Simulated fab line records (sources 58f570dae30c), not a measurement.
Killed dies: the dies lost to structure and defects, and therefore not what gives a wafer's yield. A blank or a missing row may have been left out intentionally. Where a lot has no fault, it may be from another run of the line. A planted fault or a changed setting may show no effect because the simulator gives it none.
Problem report in the 8D (eight disciplines) form, filled by code | flow berkeley_cmos170 | the parts of the form that need people (team, actions taken, sign-off) are left out

1. WHAT IS WRONG
NLDD_TW at UCB170_NLDD_TW_MEAS_11 reads a mean of 2098 on 3 wafers of 1 lot; wafers without a fault read 2212 with a standard deviation of 21. Relative to the usual mean, that is a shift of -5.4 standard deviations.
First seen on wafer L873.2, day 9 06:21, on film_metro-01. Wafers with a number at this step in the record: 39, from 13 lots. By rule, "out" or "out of limits" means more than 4 standard deviations away from the usual mean. Any other wafer with a number is counted as sound.

2. WHAT THIS IS AND IS NOT
question                    | is                     | is not
which readings at this step | NLDD_TW                | -
which lots                  | L873                   | L867, L869, L870, L879, L880, L881, L883, L884, L886, L887, L888, L889
which wafers of those lots  | all that have a number | -
read on which gauges        | film_metro-01          | film_metro-03, film_metro-04
when                        | from day 9 06:21       | up to then (9 sound wafers); but 27 sound wafers of L879, L880, L881, L883, L884, L886, L887, L888, L889 came after

3. SUSPECTS, AND WHAT RULES EACH OUT
Counting: a tool stays on the suspect list if, at a process step up to the reading, it processed all lots that are out and no sound lot following the first of them.
- ruled out: the gauge at UCB170_NLDD_TW_MEAS_11. All the wafers that are out were read on film_metro-01, but those of them that UCB170_NLDD_IMPLANT_09 has rows for are out there too, on other tools.
- implanter-02 at UCB170_NLDD_IMPLANT_09: ruled out as a lasting fault. Sound lots L888, L889 ran on it after its first lot that is out, L873 (day 9 06:07).
Left after counting: nothing in the record.

4. THE CAUSE (what the simulator had put in)
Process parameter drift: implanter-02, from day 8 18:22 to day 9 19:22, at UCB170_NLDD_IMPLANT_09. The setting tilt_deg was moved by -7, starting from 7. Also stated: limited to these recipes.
It was ruled out by counting, in error; the rule expects a fault to strike all lots run on its tool from its start on, and this fault did not.

5. THE EFFECT CHAIN, in route order
Rows list readings where the struck wafers' mean (over those with a number) sits beyond 3 standard deviations from the usual. Only readings whose record carries a usual standard deviation are examined. hours: median over the lots of the time between each lot's start at the first step of this table that gives one and its start at this step. sigmas: the change, counted in usual standard deviations.
hours | step                       | reading  | usual         | on struck wafers | change | sigmas
0     | UCB170_NLDD_IMPLANT_09     | tilt_deg | 7.001 degrees | 0.037            | -6.964 | -99 or more
0     | UCB170_NLDD_TW_MEAS_11     | NLDD_TW  | 2212          | 2098             | -114   | -5.4
17    | UCB170_SDANNEAL_RS_MEAS_05 | NLDD_RS  | 616.2 ohm/sq  | 536.6            | -79.6  | -53
It contains these process steps:
- UCB170_NLDD_IMPLANT_09
At these later measuring or inspecting steps, every struck wafer for which the step has a row has a number for every such reading, and none has moved that far: UCB170_M1_CD_MEAS_90.

6. WHAT WOULD HAVE CAUGHT IT SOONER
Counted from the fault's start at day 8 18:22, it took 12 hours until the first out-of-limits reading at a measuring or inspecting step in this record, taken at day 9 06:21.
At UCB170_NLDD_IMPLANT_09, the tool's own readings (tilt_deg) were out on each struck wafer the step has a row for, so an alarm limit on them would have fired on the first such wafer.
